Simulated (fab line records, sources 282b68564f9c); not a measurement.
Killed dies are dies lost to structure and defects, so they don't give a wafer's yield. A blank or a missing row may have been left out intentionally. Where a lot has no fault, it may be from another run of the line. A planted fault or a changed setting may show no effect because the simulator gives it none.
Chamber matching | flow rit_cmos | RIT_CONTACT_ETCH_11 on rie_diel-04: 3 sister chambers
The step etches SiO2 in CHF3/CF4/Ar, stops on TiSi2, target depth 480 nm, time 320 s. 14 wafers are shown with their chamber, then 4 later ones without.

== EACH WAFER AND ITS CHAMBER ==
wafer  | chamber | throttle_valve_pct (%) | drypump_motor_current_A (A) | oes_product_au (a.u.)
L181.2 | 3       | 8.87                   | 6.1                         | 1.012
L181.3 | 0       | 8.98                   | 5.8                         | 0.994
L181.5 | 1       | 8.82                   | 5.6                         | 0.977
L183.3 | 0       | 9.00                   | 5.9                         | 0.991
L183.4 | 1       | 8.81                   | 5.6                         | 0.982
L183.6 | 3       | 8.87                   | 6.1                         | 1.009
L185.2 | 0       | 8.97                   | 5.9                         | 0.996
L185.5 | 1       | 8.83                   | 5.7                         | 0.980
L185.6 | 0       | 8.99                   | 5.9                         | 0.991
L189.1 | 0       | 8.97                   | 5.9                         | 0.988
L189.2 | 3       | 8.86                   | 6.1                         | 1.016
L189.5 | 0       | 8.98                   | 5.9                         | 0.996
L192.3 | 3       | 8.86                   | 6.1                         | 1.022
L192.5 | 3       | 8.87                   | 6.1                         | 1.005

SIGNATURES (averages over the wafers above)
reading                 | chamber 0 | chamber 1 | chamber 3 | scatter within a chamber
throttle_valve_pct      | 8.9817    | 8.8200    | 8.8660    | 0.00955
drypump_motor_current_A | 5.883     | 5.633     | 6.100     | 0.0369
oes_product_au          | 0.99267   | 0.97967   | 1.01280   | 0.00462
Rule: for each reading, subtract the chamber's mean from the wafer's reading, divide by that reading's scatter and square the result; add these up over the readings and take the root, which gives the wafer's distance from the chamber. If the next closest chamber is less than 2 further off than the closest, the wafer can't be placed; otherwise it belongs to the closest. The scatter is the square root of a quotient: the sum, over the shown wafers, of each reading's squared deviation from its chamber's mean, divided by wafers minus chambers.

== WAFERS WHOSE CHAMBER IS MISSING ==
wafer  | throttle_valve_pct (%) | drypump_motor_current_A (A) | oes_product_au (a.u.)
L197.1 | 8.87                   | 6.1                         | 1.016
L197.6 | 9.00                   | 5.9                         | 0.994
L199.5 | 8.88                   | 6.1                         | 1.007
L199.6 | 8.81                   | 5.6                         | 0.988

== EACH ONE'S CHAMBER ==
wafer  | from the rows above | in truth
L197.1 | 3                   | 3
L197.6 | 0                   | 0
L199.5 | 3                   | 3
L199.6 | 1                   | 1
Correct placement for 4 of the 4. Number that these rows cannot place: 0. Placed wrongly: 0.
